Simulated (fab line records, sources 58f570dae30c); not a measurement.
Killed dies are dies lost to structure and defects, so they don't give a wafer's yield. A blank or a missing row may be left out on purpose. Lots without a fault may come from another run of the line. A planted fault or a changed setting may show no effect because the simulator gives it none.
Which tool did it? | flow berkeley_cmos170 | 6 lots, 16 wafers sampled, at 3 steps of a route of 331

WHAT THE GAUGES READ, wafer by wafer
UCB170_M1_RS_MEAS_01: measures by four-point-probe.
lot  | measured     | on            | M1_AL_RS (ohm/sq)
L451 | day 8 17:58  | film_metro-04 | 0.0478 0.0482 0.0474
L455 | day 8 23:59  | film_metro-03 | 0.0488 0.0485 0.0487
L456 | day 9 18:38  | film_metro-02 | 0.0489 0.0475 0.0487
L458 | day 10 07:31 | film_metro-02 | 0.0479 0.0489 0.0489
L466 | day 11 16:17 | film_metro-03 | 0.0511
L471 | day 12 17:45 | film_metro-02 | 0.0480 0.0480 0.0476

WHICH TOOL RAN EACH LOT (tool, then ch and the chambers of the sampled wafers, then the start)
lot  | UCB170_CONTACT_ETCH_18                        | UCB170_M1_SPUTTER_00
L451 | rie_diel-01 ch 1,2, day 8 17:36 or earlier    | pvd_sputter-01, day 8 17:50
L455 | rie_diel-01 ch 0,1,2, day 8 23:38 or earlier  | pvd_sputter-02, day 8 23:54
L456 | rie_diel-04 ch 0,3, day 9 18:15 or earlier    | pvd_sputter-01, day 9 18:34
L458 | rie_diel-04 ch 2,3, day 10 07:09 or earlier   | pvd_sputter-02, day 10 07:25
L466 | rie_diel-03 ch 1, day 11 15:55 or earlier     | pvd_sputter-02, day 11 16:11
L471 | rie_diel-04 ch 1,2,3, day 12 17:23 or earlier | pvd_sputter-04, day 12 17:41
- UCB170_CONTACT_ETCH_18: etches PSG in CHF3/CF4/Ar, stops on TiSi2, target depth 840 nm, time 195 s.
- UCB170_M1_SPUTTER_00: material Al, target thk 600 nm, time 80 s.

THE ANSWER, worked out from the rows above alone
Rule: what is usual is taken from the lots themselves. Put in order of their means at a reading, lots are off if they are a third of the lots or fewer, leave a main group of 4 or more, and stand apart from it by a gap of 3 or more times the standard deviation of the main group's means; of several such gaps the widest counts. A main group whose means are all the same, to the digits that the tables above print for the reading, isn't used. A lot without any number at a reading at which 4 lots or more have one is off too. The other lots that the step has rows for count as sound.
Off: L466, at UCB170_M1_RS_MEAS_01 (M1_AL_RS). The main group: mean 0.0483 ohm/sq, standard deviation 0.00036.
A tool fits if, at a process step before that reading, it ran every lot that is off, and no sound lot after the first of them. The gauges at UCB170_M1_RS_MEAS_01 are tried like those tools. UCB170_CONTACT_ETCH_18 gives no start for some lots, so the hours and the order of its lots are those of UCB170_CONTACT_CD_MEAS_90. Can't be told from this: 3 tools fit, rie_diel-03 at UCB170_CONTACT_ETCH_18, pvd_sputter-02 at UCB170_M1_SPUTTER_00, film_metro-03 at UCB170_M1_RS_MEAS_01.

WHAT THE SIMULATOR HAD PUT IN
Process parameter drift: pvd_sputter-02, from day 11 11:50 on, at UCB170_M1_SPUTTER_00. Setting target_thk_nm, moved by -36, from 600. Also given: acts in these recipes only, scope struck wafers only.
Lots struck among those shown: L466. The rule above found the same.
